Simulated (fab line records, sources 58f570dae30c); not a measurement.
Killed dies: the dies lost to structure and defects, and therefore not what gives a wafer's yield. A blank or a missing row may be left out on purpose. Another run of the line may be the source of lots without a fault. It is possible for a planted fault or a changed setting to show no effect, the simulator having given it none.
Comparing a struck lot with a sound one -- flow berkeley cmos170 -- 31 out of 331 route steps
Sound: these wafers, L326.1, L326.4, L326.6. Struck: wafers L343.1, L343.2, L343.5. At the end, the cause is stated.
Per side, at each step with rows, come the tool, then ch with its chambers, and then its first start. Under that, the readings that differ: sound wafers -- struck wafers -- difference of the means -- sigmas: that difference in standard deviations of wafers without a fault.
alike: same words and numbers on both sides, and readings whose means sit less than 2 such deviations apart. not compared: any withheld reading, any reading some wafer has no value for, any bound like >300 that may hide the same value, and any number with overlapping values for which the record gives no deviation.
Wherever a step has rows on one side only, a row that says differs or no value, or a row with sigmas, the two part there. Non-overlapping numbers with no deviation appear without sigmas and do not part them. A reading missing from all wafers of one side parts the sides only when that side holds two or more wafers.

first, 6 steps without rows for these wafers: UCB170_V2_HMDS_06 (prime time 60 s); UCB170_V2_COAT_07 (resist thk 900 nm); UCB170_V2_SOFTBAKE_08 (time 60 s); UCB170_V2_EXPOSE_09 (exposes mask VIA2, target cd 700 nm); UCB170_V2_PEB_10; UCB170_V2_DEVELOP_11 (develop time 45 s).
UCB170_V2_CD_MEAS_12 targets a cd of 700 nm.
  sound: cd sem-01 at day 8 05:18; struck: cd sem-01 at day 12 09:20
  alike: cd nm
UCB170_V2_OVL_MEAS_13:
  sound: overlay-02 at day 8 05:25; struck: overlay-02 at day 12 09:27
  alike: V2_OVL
UCB170_V2_ETCH_14: etches SiO2 in CHF3/CF4/Ar, stops on Al, target depth 1250 nm, time 291 s.
  sound on rie diel-04 ch 0,2,3, day 8 05:27; struck on rie diel-04 ch 0,3, day 12 09:29
  alike: drypump motor current A, oes product au, throttle valve pct
  not compared: rf hours counter h
UCB170_V2_STRIP_15: strips in O2.
  sound on plasma asher-03 ch 0,1, day 8 05:38; struck on plasma asher-02 ch 0,1, day 12 09:40
  alike: drypump motor current A, oes product au, strip time to endpoint s
  not compared: rf hours counter h
UCB170_V2_CD_MEAS_90 targets a cd of 700 nm.
  sound: cd sem-02 at day 8 05:44; struck: cd sem-02 at day 12 09:46
  alike: cd nm
then, 1 step without rows for these wafers: UCB170_M3_PRE_CLEAN_00 (preclean etch time 60 s).
UCB170_M3_SPUTTER_01: material Al, target thk 900 nm, time 120 s.
  sound: pvd sputter-01 at day 8 05:55; struck: pvd sputter-02 at day 12 10:12
  alike: throttle valve pct
UCB170_M3_RS_MEAS_02: measures by four-point-probe.
  sound: film metro-01 at day 8 06:00; struck: film metro-03 at day 12 10:21
reading,sound,struck,difference,sigmas
M3_AL_RS (ohm/sq),0.03125 0.03162 0.03151,0.01581 0.01582 0.01585,-0.01563,-56
UCB170_M3_THK_MEAS_03: measures by xrf.
  sound: film metro-01 at day 8 06:07; struck: film metro-03 at day 12 10:28
reading,sound,struck,difference,sigmas
M3_AL_THK (nm),936 925 928,1850 1852 1852,+922,+99 or more
then, 3 steps without rows for these wafers: UCB170_M3_HMDS_04 (prime time 60 s); UCB170_M3_COAT_05 (resist thk 900 nm); UCB170_M3_SOFTBAKE_06 (time 60 s).
UCB170_M3_STRIP_07: strips in O2.
  sound on plasma asher-04 ch 1, day 8 06:47; struck on plasma asher-04 ch 0,1, day 12 10:59
  alike: drypump motor current A, oes product au, strip time to endpoint s
  not compared: rf hours counter h
then, 7 steps without rows for these wafers: UCB170_M3_STRIP_08 (strips KrF in DMSO, time 600 s); UCB170_M3_COAT_09; UCB170_M3_COAT_10 (resist thk 913 nm); UCB170_M3_SOFTBAKE_11 (time 60 s); UCB170_M3_EXPOSE_12 (exposes mask METAL3, target cd 700 nm); UCB170_M3_PEB_13; UCB170_M3_DEVELOP_14 (develop time 45 s).
UCB170_M3_CD_MEAS_15 targets a cd of 700 nm.
  sound: cd sem-02 at day 8 08:31; struck: cd sem-02 at day 12 12:44
reading,sound,struck,difference,sigmas
cd nm (nm),702.1 701.7 701.3,700.1 698.3 698.4,-2.8,-2
UCB170_M3_OVL_MEAS_16:
  sound: overlay-01 at day 8 08:38; struck: overlay-01 at day 12 12:51
  alike: M3_OVL
UCB170_M3_ETCH_17: etches BARC in N2/H2.
  sound on rie diel-04 ch 0,1,2, day 8 08:40; struck on rie diel-01 ch 1,2, day 12 12:53
  alike: drypump motor current A, oes product au, throttle valve pct
UCB170_M3_METAL_ETCH_18: etches Al in Cl2/BCl3, stops on SiO2, target depth 1170 nm, time 195 s.
  sound on rie metal-03 ch 0,1, day 8 08:42; struck on rie metal-03 ch 0,1, day 12 12:56
reading,sound,struck,difference,sigmas
oes product au (a.u.),0.874 0.872 0.865,1.010 0.993 1.004,+0.132,+14
model.etch.depth nm (nm),924.2 914.2 916.4,1190 1160 1189,+261,
model.M3.feature depth nm (nm),981.7 970.7 972.8,1190 1160 1189,+205,
  alike: drypump motor current A, mfc cl2 sccm, throttle valve pct
  not compared: rf hours counter h
UCB170_M3_STRIP_19: strips in O2.
  sound on plasma asher-04 ch 1, day 8 08:53; struck on plasma asher-03 ch 0,1, day 12 13:07
  alike: drypump motor current A, oes product au
  not compared: rf hours counter h

WHERE THEY PART
First at UCB170_M3_RS_MEAS_02; last, within this record, at UCB170_M3_METAL_ETCH_18. Later steps at which nothing parts them and some readings are alike: UCB170_M3_STRIP_19.

WHY: whatever the simulator had introduced
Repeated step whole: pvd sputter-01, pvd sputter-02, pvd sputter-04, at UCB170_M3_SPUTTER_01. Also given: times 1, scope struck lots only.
